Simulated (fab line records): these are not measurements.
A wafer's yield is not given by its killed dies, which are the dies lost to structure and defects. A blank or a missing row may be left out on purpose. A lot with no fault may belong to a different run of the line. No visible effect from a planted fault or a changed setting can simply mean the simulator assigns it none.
A struck lot beside a sound one | flow rit-cmos | 45 steps out of a route of 202
Sound: the wafers L681.1, L681.3, L681.4. Wafers struck: L687.1, L687.4, L687.6. Last of all comes the cause.
Each step with rows lists, per side, the tool, then ch with its chambers, then its first start. Under that, the readings that differ: sound wafers | struck wafers | difference of the means | sigmas: that difference in standard deviations of wafers without a fault.
alike: readings with means less than 2 such deviations apart, plus words and numbers identical on both sides. not compared: withheld readings, readings lacking a value on some wafer, bounds such as >300 that could conceal the same value, and numbers that have no deviation in the record and whose values overlap.
Wherever a step has rows on one side only, a row that says differs or no value, or a row with sigmas, the two part there. Numbers that don't overlap but have no deviation are shown without sigmas and don't part them. A reading missing from all wafers of one side parts the sides only when that side holds two or more wafers.

first, 1 step without rows for these wafers: RIT_ACTIVE_DEVELOP_10 (develop time 50 s).
RIT_ACTIVE_CD_MEAS_11 targets a cd of 1400 nm.
  sound on cd-sem-02 at day 3 06:27; struck on cd-sem-01 at day 4 12:34
  alike: cd-nm
then, 1 step without rows for these wafers: RIT_ACTIVE_HARDBAKE_12 (time 60 s).
RIT_ACTIVE_ETCH_13: etches Si3N4 in SF6, stops on SiO2, time 210 s, target depth 210 nm.
  sound on rie-diel-03 ch 0,1,2, day 3 06:43; struck on rie-diel-03 ch 0,2, day 4 12:50
  alike: drypump-motor-current-A, oes-product-au, throttle-valve-pct
  not compared: rf-hours-counter-h
RIT_ACTIVE_STRIP_14: strips in O2, time 180 s.
  sound on plasma-asher-04 ch 0,1, day 3 06:52; struck on plasma-asher-01 ch 0,1, day 4 12:58
  alike: drypump-motor-current-A, rf-refl-power-W
  not compared: rf-hours-counter-h
RIT_ACTIVE_CD_MEAS_90 targets a cd of 1400 nm.
  sound on cd-sem-01 at day 3 07:02; struck on cd-sem-01 at day 4 13:08
  alike: cd-nm
then, 4 steps without rows for these wafers: RIT_ACTIVE_CLEAN_15 (cleans in SC1, time 600 s); RIT_ACTIVE_CLEAN_16 (cleans in dHF, time 30 s); RIT_ACTIVE_CLEAN_17 (cleans in SC2, time 600 s); RIT_FOX1_OXIDATION_00 (target thk 350.7 nm, ox time 1130 s).
RIT_FOX1_THK_MEAS_01:
  sound on film-metro-01 at day 3 08:52; struck on film-metro-04 at day 4 14:59
  alike: FOX1_OXIDE_THK
then, 1 step without rows for these wafers: RIT_FOX1_WET_ETCH_02 (etches SiO2 in BOE, target depth 350 nm, time 390 s).
RIT_FOX2_OXIDATION_00: target thk 350.7 nm, ox time 1130 s.
  sound on furnace-02 ch 0, day 3 09:03; struck on furnace-02 ch 0, day 4 15:09
  reading                                     | sound           | struck            | difference | sigmas
  ox-time-s (s)                               | 1130 1130 1130  | 508.5 508.5 508.5 | -621.5     |
  model.SiO2_of_FOX2_OXIDATION_00.thk-nm (nm) | 352.2 351 352.3 | 213.3 212.9 217.8 | -137.2     |
  alike: ox-temp-c-max
  not compared: model.Si3N4_of_ACTIVE_CVD_03.thk-nm
RIT_FOX2_THK_MEAS_01:
  sound on film-metro-01 at day 3 10:22; struck on film-metro-01 at day 4 16:28
  reading             | sound       | struck      | difference | sigmas
  FOX2_OXIDE_THK (nm) | 352 351 352 | 213 213 218 | -137       | -22
RIT_FOX2_CLEAN_02: cleans in dHF, time 180 s.
  sound on wet-bench-01 ch 1, day 3 10:26; struck on wet-bench-04 ch 2, day 4 16:32
  not compared: model.Si3N4_of_ACTIVE_CVD_03.thk-nm
then, 1 step without rows for these wafers: RIT_FOX2_WET_ETCH_03 (etches Si3N4 in H3PO4, target depth 195 nm, time 2700 s).
RIT_FOX2_THK_MEAS_90:
  sound on film-metro-02 at day 3 11:19; struck on film-metro-02 at day 4 17:20
  reading                     | sound       | struck      | difference | sigmas
  FIELD_OXIDE_LEFT_1_THK (nm) | 325 324 325 | 185 185 190 | -138       | -22
then, 6 steps without rows for these wafers: RIT_NWELL_HMDS_00 (prime time 60 s); RIT_NWELL_COAT_01 (resist thk 1300 nm); RIT_NWELL_SOFTBAKE_02 (time 60 s); RIT_NWELL_EXPOSE_03 (exposes mask M2, target cd 43900 nm); RIT_NWELL_PEB_04; RIT_NWELL_DEVELOP_05 (develop time 68 s).
RIT_NWELL_OVL_MEAS_06:
  sound on overlay-01 at day 3 12:16; struck on overlay-02 at day 4 18:25
  alike: NWELL_OVL
then, 2 steps without rows for these wafers: RIT_NWELL_HARDBAKE_07 (time 120 s); RIT_NWELL_IMPLANT_08.
RIT_NWELL_STRIP_09: strips in O2, time 180 s.
  sound on plasma-asher-03 ch 0,1, day 3 12:41; struck on plasma-asher-02 ch 0,1, day 4 18:50
  alike: drypump-motor-current-A, rf-refl-power-W
  not compared: rf-hours-counter-h
RIT_NWELL_TW_MEAS_10:
  sound on film-metro-03 at day 3 12:52; struck on film-metro-04 at day 4 19:01
  alike: NWELL_TW
then, 6 steps without rows for these wafers: RIT_PWELL_HMDS_00 (prime time 60 s); RIT_PWELL_COAT_01 (resist thk 1300 nm); RIT_PWELL_SOFTBAKE_02 (time 60 s); RIT_PWELL_EXPOSE_03 (exposes mask M3, target cd 43700 nm); RIT_PWELL_PEB_04; RIT_PWELL_DEVELOP_05 (develop time 68 s).
RIT_PWELL_OVL_MEAS_06:
  sound on overlay-01 at day 3 14:00; struck on overlay-02 at day 4 19:58
  alike: PWELL_OVL
then, 2 steps without rows for these wafers: RIT_PWELL_HARDBAKE_07 (time 120 s); RIT_PWELL_IMPLANT_08.
RIT_PWELL_STRIP_09: strips in O2, time 180 s.
  sound on plasma-asher-03 ch 0,1, day 3 14:26; struck on plasma-asher-04 ch 0,1, day 4 20:23
  alike: drypump-motor-current-A, rf-refl-power-W
  not compared: rf-hours-counter-h
RIT_PWELL_TW_MEAS_10:
  sound on film-metro-03 at day 3 14:37; struck on film-metro-04 at day 4 20:34
  alike: PWELL_TW
then, 1 step without rows for these wafers: RIT_WELLDRIVE_ANNEAL_00 (time 14700 s).
RIT_WELLDRIVE_RS_MEAS_01: measures by four-point-probe.
  sound on film-metro-02 at day 3 19:46; struck on film-metro-04 at day 5 01:43
  alike: NWELL_RS
RIT_WELLDRIVE_RS_MEAS_02: measures by four-point-probe.
  sound on film-metro-02 at day 3 19:53; struck on film-metro-04 at day 5 01:50
  alike: PWELL_RS
RIT_FOX2_THK_MEAS_91:
  sound on film-metro-03 at day 3 23:43; struck on film-metro-01 at day 5 05:41
  reading                     | sound       | struck      | difference | sigmas
  FIELD_OXIDE_LEFT_2_THK (nm) | 257 256 257 | 117 116 122 | -138       | -22
RIT_SILICIDE_WET_ETCH_00: etches SiO2 in BOE, target depth 14 nm, time 15 s.
  sound on wet-bench-04 ch 0, day 4 18:31; struck on wet-bench-04 ch 0, day 6 00:26
  reading                                     | sound             | struck           | difference | sigmas
  model.SiO2_of_FOX2_OXIDATION_00.thk-nm (nm) | 154.2 153.4 151.9 | 12.62 12.09 16.3 | -139.50    |
RIT_M1_PROBE_99:
  sound on prober-01 at day 5 01:32; struck on prober-01 at day 6 07:36
  reading                             | sound                | struck               | difference | sigmas
  model.etest.nldd.width-nm (nm)      | 3198 3176 3194       | 3294 3308 3260       | +98        |
  model.etest.pldd.width-nm (nm)      | 3180 3172 3175       | 3287 3297 3284       | +114       |
  model.etest.pplus-sal.width-nm (nm) | 3437 3401 3455       | 3529 3550 3564       | +117       |
  model.etest.nplus-sal.width-nm (nm) | 3424 3410 3465       | 3536 3541 3530       | +103       |
  model.etest.pwell.rs-ohm-sq         | 411.9 415.5 412.8    | 385.4 386.8 389.4    | -26.2      |
  model.etest.nmos-narrow.drive-ua-um | 228.3 222.3 220.9    | 239.4 242.9 239.5    | +16.8      |
  model.etest.field-n.vt-v (V)        | 35.02 34.86 34.8     | 20.09 20.09 20.61    | -14.63     |
  model.etest.field-p-metal.vt-v (V)  | -31.08 -31.12 -30.73 | -44.57 -43.73 -43.42 | -12.93     |
  alike: killed-at-front-end, killed-dies, killed-on-rim, killed-open, killed-short

WHERE THEY PART
At RIT_FOX2_THK_MEAS_01 first; at RIT_FOX2_THK_MEAS_91 last (within this record only). Later steps at which nothing parts them and some readings are alike: RIT_M1_PROBE_99.

WHY: whatever the simulator had introduced
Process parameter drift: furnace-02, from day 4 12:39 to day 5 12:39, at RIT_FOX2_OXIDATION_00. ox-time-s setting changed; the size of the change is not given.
